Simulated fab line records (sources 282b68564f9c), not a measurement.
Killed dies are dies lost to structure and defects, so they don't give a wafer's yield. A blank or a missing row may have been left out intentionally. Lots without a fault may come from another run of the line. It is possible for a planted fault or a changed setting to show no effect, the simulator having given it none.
fab line records ; flow ritCmos
record lots=12; wafers=36; lastDay=7
route steps=202 shown GATE@95 M1@202
lots that met no fault: taken from a fault-free run of the same line
startH: the number of hours between the record's first day and the start of the first shown wafer of the lot ; waitH: hours elapsed since this lot's preceding step ; " repeats the value in the row above ; L1.1+2: one row covering several wafers at once ; - either no value or no given start ; * or withheld: withheld ; < > ~ a bound
route shown NAME@n: NAME is a module with steps in the file, n the number in the route of the first one ; usual: average and standard deviation across the fault-free wafers ; same: alike in all rows ; chamber/n: place in a boat ; sites: per-site readings ; _std_site: how widely they spread, as a standard deviation ; _edge_site: mean of outer sites minus mean of inner sites ; radiusMm: how far each site lies from the wafer's centre ; mask NAME#n: copy n ; behind: the last tool/chamber to shape the wafer ; hold: cause of the lot's hold/its duration in hours/its outcome ; device: which transistor (n, p or np) failed to switch ; end of line: the route-end tests of the same wafers ; step lacking rows: just its recipe ; killed: not the wafer's yield, but the dies lost to structure and defects at the first sort ; map: a wafer's dies, marking killed ones x, the rest . and places with no die _
set.NAME: setting as actually run; set.NAME@STEP: the setting as run at that earlier step ; model.NAME: the simulator's own value behind a step, which no gauge read
the route's steps for a sample of lots (tables are steps, rows are wafers)
services: a tool's chamber out of use, with start hour (startH, from the record's first day; less than 0 if before it), hours out, and reason
## steps
# step RIT_GATE_ETCH_19
# recipe chemistry=SF6/CHF3/O2; timeS=165; SF6_flow_sccm=30; CHF3_flow_sccm=30; O2_flow_sccm=5; target=poly-Si; pressureMtorr=40; rfW=163; targetDepthA=3125; overEtchFrac=0.25; stopOn=SiO2
# usual drypumpMotorCurrentA=5.9/0.3; oesProductAu=0.854/0.01; throttleValvePct=10.27/0.13
lot.wafer;tool;chamber;startH;waitH;drypumpMotorCurrentA;oesProductAu;rfHoursCounterH;throttleValvePct
L431.1;rieSi-02;2;40.34;0.1;5.8;0.860;42;10.25
L431.2;rieSi-02;0;40.34;0.1;6.6;0.856;61;10.01
L431.4;rieSi-02;1;40.34;0.1;5.8;0.879;38;10.47
L432.2;rieSi-01;0;45.32;0.1;5.8;0.853;6;10.21
L432.3;rieSi-01;2;45.32;0.1;6.0;0.864;18;10.37
L432.5;rieSi-01;3;45.32;0.1;5.4;0.843;-;10.34
L433.1;rieSi-02;3;48.18;0.1;5.9;0.852;113;10.29
L433.4;rieSi-02;1;48.18;0.1;5.9;0.863;38;10.47
L433.6;rieSi-02;2;48.18;0.1;5.7;0.857;-;10.26
L434.1;rieSi-01;1;56.01;0.1;6.1;0.850;2;10.15
L434.4;rieSi-01;0;56.01;0.1;5.8;0.857;6;10.20
L434.6;rieSi-01;3;56.01;0.1;5.4;0.827;-;10.36
L440.1;rieSi-01;2;86.60;0.1;6.0;0.860;18;10.36
L440.4;rieSi-01;1;86.60;0.1;6.0;0.852;2;10.15
L440.5;rieSi-01;2;86.60;0.1;6.0;0.860;-;10.37
L441.1;rieSi-02;1;91.11;0.1;5.9;0.860;39;10.46
L441.2;rieSi-02;0;91.11;0.1;6.6;0.848;61;10.00
L441.3;rieSi-02;2;91.11;0.1;5.8;0.849;43;10.27
L442.3;rieSi-02;3;100.43;0.1;5.9;0.862;114;10.28
L442.4;rieSi-02;0;100.43;0.1;6.6;0.851;61;10.01
L442.5;rieSi-02;0;100.43;0.1;6.6;0.855;-;10.01
L445.2;rieSi-02;3;113.76;0.1;5.9;0.855;114;10.29
L445.3;rieSi-02;2;113.76;0.1;5.8;0.855;43;10.28
L445.4;rieSi-02;0;113.76;0.1;6.6;0.842;61;10.00
L447.1;rieSi-02;1;121.07;0.1;5.8;0.859;39;10.47
L447.5;rieSi-02;3;121.07;0.1;5.9;0.840;-;10.28
L447.6;rieSi-02;2;121.07;0.1;5.8;0.841;-;10.27
L449.1;rieSi-02;3;132.30;0.1;5.9;0.845;114;10.28
L449.5;rieSi-02;0;132.30;0.1;6.6;0.835;-;10.00
L449.6;rieSi-02;1;132.30;0.1;5.8;0.856;-;10.45
L451.1;rieSi-02;1;142.41;0.1;5.9;0.867;39;10.47
L451.3;rieSi-02;2;142.41;0.1;5.8;0.849;43;10.26
L451.5;rieSi-02;2;142.41;0.1;5.8;0.860;-;10.26
L453.1;rieSi-02;2;149.09;0.1;5.8;0.854;43;10.29
L453.5;rieSi-02;1;149.09;0.1;5.8;0.867;-;10.46
L453.6;rieSi-02;2;149.09;0.1;5.8;0.863;-;10.27
# step RIT_M1_PROBE_99
# usual killed_at_M0_to_M3=0.0/0.083; killedAtContacts=0.0/0.18; killedAtFrontEnd=7/3.4; killedDies=7/3.4; killedOnRim=1.8/1.4; killedOpen=3.4/2; killedShort=3.6/2.1
# same grossDies=264; killed_at_M4_up=0; killedAtBackSide=0; killedAtOther=0
lot.wafer;tool;chamber;startH;waitH;killed_at_M0_to_M3;killedAtContacts;killedAtFrontEnd;killedDies;killedOnRim;killedOpen;killedShort
L440.1;prober-01;-;107.08;0.1;0;0;31;31;9;6;4
L440.4;prober-01;-;107.23;0.2;0;0;9;9;2;5;4
L440.5;prober-01;-;107.28;0.2;0;0;34;34;12;6;6
L449.1;prober-02;-;152.74;0.1;0;0;1;1;0;1;0
L449.5;prober-02;-;152.94;0.2;0;0;4;4;1;1;3
L449.6;prober-02;-;152.99;0.2;0;0;4;4;0;1;3
# killed by level:class
L440.1 GATE:unspecified=21 REOX:geometricParticle:open=3 FOX1:geometricParticle:open=2 SILICIDE:geometricParticle:short=2 GATE:geometricParticle:open=1 REOX:geometricParticle:short=1 SPACER:geometricParticle:short=1
L440.4 GATE:geometricParticle:open=3 GATE:geometricParticle:short=2 FOX2:geometricParticle:short=1 REOX:geometricParticle:open=1 SILICIDE:geometricParticle:short=1 SILICIDE:geometricParticle:open=1
L440.5 GATE:unspecified=22 GATE:geometricParticle:open=2 GATE:geometricParticle:short=2 REOX:geometricParticle:short=2 FOX1:geometricParticle:short=1 FOX2:geometricParticle:open=1 REOX:geometricParticle:open=1 SPACER:geometricParticle:open=1
L449.1 GATE:geometricParticle:open=1
L449.5 GATE:geometricParticle:short=2 FOX1:geometricParticle:open=1 SPACER:geometricParticle:short=1
L449.6 GATE:geometricParticle:short=2 GATE:geometricParticle:open=1 SPACER:geometricParticle:short=1
## services
tool;chamber;startH;hours;kind
rieSi-02;0;132.46;4.8;repair
rieSi-01;3;140.74;-;clean
rieSi-01;3;140.74;21.6;scheduledDown
rieSi-01;3;140.74;21.6;ventCycle
## key
firstSign step=RIT_M1_PROBE_99; reading=killedAtFrontEnd; direction=up; sigmas=7.6; usual=7; struck=32
effect step=RIT_M1_PROBE_99; reading=killedDies; direction=up; sigmas=7.6; usual=7; struck=32
metAt RIT_GATE_ETCH_19
struckLots L440
struckWafers L440.1,L440.5
testerLeftOut L440
onsetBetween 45.32 86.60
fault kind=chamberParticleSource; tool=rieSi-01; chamber=2; onsetH=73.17; steps=RIT_GATE_ETCH_19; ratePerVisitCm2=1.3788; endH=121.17
# testerLeftOut: of these lots the tester's yield and bins aren't shown, on N5 and GAA mostly nor the transistor test; their killed dies are dies lost to structure and defects alone, not to doping, threshold or leakage, so they don't give the yield
